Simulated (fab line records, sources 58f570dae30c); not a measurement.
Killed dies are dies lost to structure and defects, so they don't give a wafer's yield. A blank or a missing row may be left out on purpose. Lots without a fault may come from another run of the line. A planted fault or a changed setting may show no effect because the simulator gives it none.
Problem report in the 8D (eight disciplines) form, filled by code | flow berkeley_cmos170 | the parts of the form that need people (team, actions taken, sign-off) are left out

1. THE PROBLEM
ACTIVE_NITRIDE_THK at UCB170_ACTIVE_THK_MEAS_06 reads a mean of 355.0 nm on 6 wafers of 2 lots; wafers without a fault read 220.4 nm with a standard deviation of 2.1. That is +64 standard deviations from the usual mean.
First seen on wafer L420.1, day 6 04:54, on film_metro-04. The record holds 42 wafers of 14 lots with a number at this step. Rule for "out", or "out of limits": more than 4 standard deviations from the usual mean. The other wafers with a number count as sound.

2. WHAT IT IS AND WHAT IT IS NOT
question                    | is                           | is not
which readings at this step | ACTIVE_NITRIDE_THK           | -
which lots                  | L420, L421                   | L412, L414, L415, L417, L425, L426, L427, L428, L429, L430, L431, L432
which wafers of those lots  | all that have a number       | -
read on which gauges        | film_metro-03, film_metro-04 | film_metro-02
when                        | from day 6 04:54             | up to then (12 sound wafers); but 24 sound wafers of L425, L426, L427, L428, L429, L430, L431, L432 came after

3. SUSPECTS, AND WHAT RULES EACH OUT
Counting: a tool at a process step up to the reading stays a suspect if it ran every lot that is out and no sound lot after the first of them.
- the gauge at UCB170_ACTIVE_THK_MEAS_06: ruled out. The wafers that are out were read on 2 gauges (film_metro-03, film_metro-04).
- lpcvd-02 at UCB170_ACTIVE_CVD_05 (deposits Si3N4 from SiH2Cl2/NH3, target thk 220 nm, time 3300 s): kept. It ran every lot that is out, first L420 (day 6 02:59), and no sound lot after that; its last sound lot up to then is L417 (day 4 19:48). Its own readings are out on those wafers: spike_tc_centre_C, spike_tc_load_C, spike_tc_source_C, susceptor_temp_C.
Left after counting: lpcvd-02 at UCB170_ACTIVE_CVD_05.

4. THE CAUSE (what the simulator had put in)
Process parameter drift: lpcvd-02, from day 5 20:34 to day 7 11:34, at UCB170_ACTIVE_CVD_05. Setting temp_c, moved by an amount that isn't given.
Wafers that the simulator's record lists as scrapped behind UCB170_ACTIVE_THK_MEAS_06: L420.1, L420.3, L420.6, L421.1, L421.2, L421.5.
Counting left only this tool.

5. THE CHAIN OF EFFECTS, in route order
Each row: a reading whose mean over the struck wafers that have a number lies more than 3 standard deviations from the usual. Only readings for which the record gives a usual standard deviation are gone through. hours: the time from each lot's start at the first step in this table that gives one to its start at this step, as a median over the lots. sigmas: the change in usual standard deviations.
hours | step                      | reading             | usual    | on struck wafers | change | sigmas
0     | UCB170_ACTIVE_CVD_05      | spike_tc_centre_C   | 802.4 C  | 828.7            | +26.3  | +19
0     | UCB170_ACTIVE_CVD_05      | spike_tc_load_C     | 822.4 C  | 852.0            | +29.6  | +21
0     | UCB170_ACTIVE_CVD_05      | spike_tc_source_C   | 822 C    | 853              | +31    | +9.9
0     | UCB170_ACTIVE_CVD_05      | susceptor_temp_C    | 800.0 C  | 827.4            | +27.4  | +72
0     | UCB170_ACTIVE_CVD_05      | zone_power_load_pct | 19.3 %   | 21.6             | +2.2   | +3.3
2     | UCB170_ACTIVE_THK_MEAS_06 | ACTIVE_NITRIDE_THK  | 220.4 nm | 355.0            | +134.6 | +64
The process steps in it:
- UCB170_ACTIVE_CVD_05: deposits Si3N4 from SiH2Cl2/NH3, target thk 220 nm, time 3300 s.

6. WHAT WOULD HAVE CAUGHT IT SOONER
In this record the first reading out of limits at a measuring or inspecting step was taken at day 6 04:54, 8 hours after the fault began at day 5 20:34.
The tool's own readings at UCB170_ACTIVE_CVD_05 were out on every struck wafer that the step has a row for (spike_tc_centre_C, spike_tc_load_C, spike_tc_source_C, susceptor_temp_C): an alarm limit on them would have fired on the first of those.
All the lots that are out (2) had begun UCB170_ACTIVE_CVD_05 on lpcvd-02 by day 6 04:54. A hold on the tool at that time would have spared none of them.
